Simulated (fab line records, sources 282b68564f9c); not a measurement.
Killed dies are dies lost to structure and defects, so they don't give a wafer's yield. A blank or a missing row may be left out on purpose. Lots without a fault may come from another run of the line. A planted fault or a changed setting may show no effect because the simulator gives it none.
A struck lot beside a sound one | flow rit_cmos | 15 steps out of a route of 202
Sound: wafers L707.3, L707.4, L707.5. Struck: wafers L710.3, L710.4, L710.5. The cause comes at the end.
At each step with rows: each side's tool, then ch and its chambers, then its first start. Under that, the readings that differ: sound wafers | struck wafers | difference of the means | sigmas: that difference in standard deviations of wafers without a fault.
alike: readings whose means differ by less than 2 such deviations, and words and numbers that are the same on both sides. not compared: withheld readings, readings that some wafer has no value for, bounds like >300 that may hide the same value, and numbers for which the record gives no deviation and whose values overlap.
The two part at a step that has a row with sigmas, a row that says differs or no value, or rows on one side only. Numbers that don't overlap but have no deviation are shown without sigmas and don't part them. A reading that every wafer of one side lacks parts them only if that side has two wafers or more.

RIT_GATE_THK_MEAS_07:
  sound on film_metro-04, day 3 01:30; struck on film_metro-03, day 3 15:24
  alike: GATE_OXIDE_THK
then, 1 step without rows for these wafers: RIT_GATE_CVD_08 (deposits poly-Si from SiH4, target thk 250 nm, time 2220 s).
RIT_GATE_THK_MEAS_09:
  sound on film_metro-01, day 3 03:10; struck on film_metro-01, day 3 17:05
  alike: GATE_POLY_THK
then, 6 steps without rows for these wafers: RIT_GATE_HMDS_10 (prime time 60 s); RIT_GATE_COAT_11 (resist thk 850 nm); RIT_GATE_SOFTBAKE_12 (time 60 s); RIT_GATE_EXPOSE_13 (exposes mask M6, target cd 150 nm); RIT_GATE_PEB_14; RIT_GATE_DEVELOP_15 (develop time 50 s).
RIT_GATE_CD_MEAS_16: target cd 150 nm.
  sound on cd_sem-01, day 3 04:09; struck on cd_sem-02, day 3 18:00
  alike: cd_nm
RIT_GATE_OVL_MEAS_17:
  sound on overlay-02, day 3 04:14; struck on overlay-02, day 3 18:06
  alike: GATE_OVL
then, 1 step without rows for these wafers: RIT_GATE_HARDBAKE_18 (time 60 s).
RIT_GATE_ETCH_19: etches poly-Si in SF6/CHF3/O2, stops on SiO2, time 165 s, target depth 312.5 nm.
  sound on rie_si-02 ch 2,3, day 3 04:25; struck on rie_si-01 ch 1,2,3, day 3 18:16
  no value came back on the struck wafers for any of 6 readings (CHF3_flow_sccm (sccm), O2_flow_sccm (sccm) and others); on the sound wafers CHF3_flow_sccm (sccm) reads 29.98 29.94 30.07
  reading                                     | sound             | struck            | difference | sigmas
  model.NOVOLAK_of_GATE_COAT_11.thk_nm (nm)   | 669.4 668.4 668.9 | 755.1 755.3 755.8 | +86.5      |
  model.SiO2_of_FOX2_OXIDATION_00.thk_nm (nm) | 231 233.7 228.1   | 268.4 267.5 265.6 | +36.2      |
  not compared: rf_hours_counter_h
RIT_GATE_STRIP_20: strips in O2, time 180 s.
  sound on plasma_asher-01 ch 0,1, day 3 04:35; struck on plasma_asher-04 ch 0,1, day 3 18:26
  reading                     | sound       | struck      | difference | sigmas
  drypump_motor_current_A (A) | 5.7 6.2 5.8 | 5.4 5.0 5.0 | -0.8       | -2
  alike: chamber_pressure_mTorr
  not compared: rf_hours_counter_h
RIT_GATE_CD_MEAS_90: target cd 150 nm.
  sound on cd_sem-02, day 3 04:44; struck on cd_sem-01, day 3 18:35
  reading    | sound             | struck | difference                    | sigmas
  cd_nm (nm) | 151.4 147.6 149.2 | - - -  | no value on the struck wafers |

WHERE THEY PART
First at RIT_GATE_ETCH_19; last, within this record, at RIT_GATE_CD_MEAS_90.

WHY: what the simulator had put in
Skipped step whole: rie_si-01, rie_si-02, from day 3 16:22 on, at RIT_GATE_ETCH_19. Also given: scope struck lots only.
